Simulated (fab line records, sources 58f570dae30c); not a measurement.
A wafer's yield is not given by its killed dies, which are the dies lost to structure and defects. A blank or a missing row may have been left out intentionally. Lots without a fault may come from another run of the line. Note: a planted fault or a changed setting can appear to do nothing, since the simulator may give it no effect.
Which tool was responsible?    flow berkeley-cmos170    Sampling: 7 lots, 21 wafers, 3 of 331 route steps

WHAT THE GAUGES READ, wafer by wafer
UCB170_SDANNEAL_RS_MEAS_02: measurement is done with a four-point probe.
lot   measured      on             PSD_RS (ohm/sq)
L510  day 8 09:33   film-metro-03  75.3 75.5 75.6
L512  day 8 12:56   film-metro-03  75.2 75.6 75.3
L516  day 9 00:41   film-metro-03  75.4 75.4 75.4
L520  day 10 13:50  film-metro-01  76.8 76.5 76.5
L521  day 10 14:54  film-metro-02  77.4 77.4 77.3
L527  day 11 17:25  film-metro-03  75.8 75.3 75.7
L533  day 12 08:08  film-metro-03  75.3 75.8 75.2

TOOL THAT RAN EACH LOT (tool first, then ch and the chambers of the sampled wafers, then the start)
lot   UCB170_PSD_IMPLANT_08            UCB170_PSD_STRIP_09
L510  implanter-01 ch 0, day 8 02:14   plasma-asher-04 ch 0,1, day 8 02:23
L512  implanter-01 ch 0, day 8 08:13   plasma-asher-01 ch 0,1, day 8 08:21
L516  implanter-01 ch 0, day 8 19:36   plasma-asher-04 ch 0,1, day 8 19:45
L520  implanter-01 ch 0, day 10 09:40  plasma-asher-01 ch 1, day 10 09:48
L521  implanter-01 ch 0, day 10 10:20  plasma-asher-01 ch 0,1, day 10 10:27
L527  implanter-02 ch 0, day 11 13:01  plasma-asher-01 ch 0,1, day 11 13:10
L533  implanter-03 ch 0, day 12 03:50  plasma-asher-03 ch 0,1, day 12 03:58
- UCB170_PSD_IMPLANT_08
- UCB170_PSD_STRIP_09: strips in O2.

THE ANSWER, worked out from the rows above alone
Rule: the usual values come from the lots themselves. Put in order of their means at a reading, lots are off if they are a third of the lots or fewer, leave a main group of 4 or more, and stand apart from it by a gap of 3 or more times the standard deviation of the main group's means; of several such gaps the widest counts. The tables above print the reading to a certain number of digits; a main group whose means all agree to those digits is not used. A lot without any number at a reading at which 4 lots or more have one is off too. All remaining lots with rows at the step are treated as sound.
Off: L520, L521, at UCB170_SDANNEAL_RS_MEAS_02 (PSD_RS). Main group: mean 75.5 ohm/sq, sd 0.081.
A tool fits if, at a process step before that reading, it ran every lot that is off, and no sound lot after the first of them. Those tools and the gauges at UCB170_SDANNEAL_RS_MEAS_02 are tried in the same way. One candidate fits, namely implanter-01 at UCB170_PSD_IMPLANT_08. Its last sound lot is L516 (day 8 19:36), its first lot that is off L520 (day 10 09:40): a fault that began between those two fits.

WHAT THE SIMULATOR HAD INSERTED
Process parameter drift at UCB170_PSD_IMPLANT_08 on implanter-01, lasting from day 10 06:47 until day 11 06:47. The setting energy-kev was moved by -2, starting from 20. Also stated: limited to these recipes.
Struck lots among those shown: L520, L521. The rule given above showed the same thing.
